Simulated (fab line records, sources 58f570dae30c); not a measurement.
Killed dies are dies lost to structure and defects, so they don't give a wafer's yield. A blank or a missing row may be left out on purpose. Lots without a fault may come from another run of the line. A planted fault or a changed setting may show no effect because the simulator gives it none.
One fault seen from 2 desks | flow berkeley_cmos170 | each desk has only its own numbers; what lay behind them comes last

THE METROLOGY DESK
What the gauges read, lot by lot, whatever tool the lot ran on: means of the sampled wafers that have a number. A lot is out of limits, marked OUT, if its mean lies more than 4 standard deviations from the usual mean; the brackets give that distance.
Columns: A = PWELL_NITRIDE_THK at UCB170_PWELL_THK_MEAS_06, usual 219.4 nm; B = PWELL_OVL at UCB170_PWELL_OVL_MEAS_13, usual -1 nm
lot  | first seen here | A     | B
L341 | day 3 01:01     | 220.6 | -3
L345 | day 3 13:05     | 221.1 | 4
L347 | day 4 05:48     | 219.4 | -1
L349 | day 4 14:05     | 217.4 | 5
L351 | day 4 22:34     | 220.3 | -5
L353 | day 5 20:00     | 222.5 | 1
L355 | day 5 20:05     | 220.7 | -2
L356 | day 6 03:37     | 219.2 | -4
L357 | day 6 13:09     | 219.0 | -1
L358 | day 6 18:34     | 220.0 | 3
L359 | day 6 18:34     | 220.8 | -2
L360 | day 6 23:31     | 216.1 | -1
L361 | day 6 23:31     | 221.8 | 1
L364 | day 7 19:50     | 218.7 | -7
This desk's finding: nothing out of limits on any of the 14 lots.

THE TOOL OWNER'S DESK: rie_diel-02
The tool's own readings at UCB170_PWELL_ETCH_14 (etches Si3N4 in CH3F/Ar/O2, stops on SiO2, target depth 242 nm, time 151 s): means of the sampled wafers that have a number, for each lot that ran on this tool. A lot is out of limits, marked OUT, if its mean lies more than 4 standard deviations from the usual mean; the brackets give that distance.
Columns: A = O2_flow_sccm at UCB170_PWELL_ETCH_14, usual 7.001 sccm; B = drypump_motor_current_A at UCB170_PWELL_ETCH_14, usual 5.7 A; C = mfc_ar_sccm at UCB170_PWELL_ETCH_14, usual 49.97 sccm; D = oes_product_au at UCB170_PWELL_ETCH_14, usual 0.942 a.u.; E = throttle_valve_pct at UCB170_PWELL_ETCH_14, usual 8.03 %
lot  | first seen here | A     | B   | C     | D                | E
L341 | day 3 02:16     | 6.990 | 5.7 | 49.88 | 0.948            | 8.00
L345 | day 3 14:01     | 7.003 | 5.7 | 49.96 | 0.947            | 8.00
L347 | day 4 07:16     | 6.995 | 5.7 | 49.93 | 0.885 (-4.4) OUT | 7.99
L355 | day 5 21:44     | 7.000 | 6.1 | 49.76 | 0.887 (-4.2) OUT | 8.11
This desk's finding: out of limits on L347, L355; first on L347, day 4 07:16 (oes_product_au at UCB170_PWELL_ETCH_14). In limits: L341, L345.

PUT TOGETHER
The tool owner's desk could have raised an alarm at day 4 07:16, on L347, L355.
The metrology desk saw nothing out of limits.
The metrology desk has L347, L355 on record, within its limits.
Of the lots named, all ran UCB170_PWELL_ETCH_14 on rie_diel-02.

WHAT THE SIMULATOR HAD PUT IN
Process parameter drift: rie_diel-02, from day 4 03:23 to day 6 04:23, at UCB170_PWELL_ETCH_14. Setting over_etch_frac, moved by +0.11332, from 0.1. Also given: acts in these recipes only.
Lots struck among those shown: L347, L355.
Hours from the fault's start to each desk's first reading out of limits: the tool owner's desk, 4.
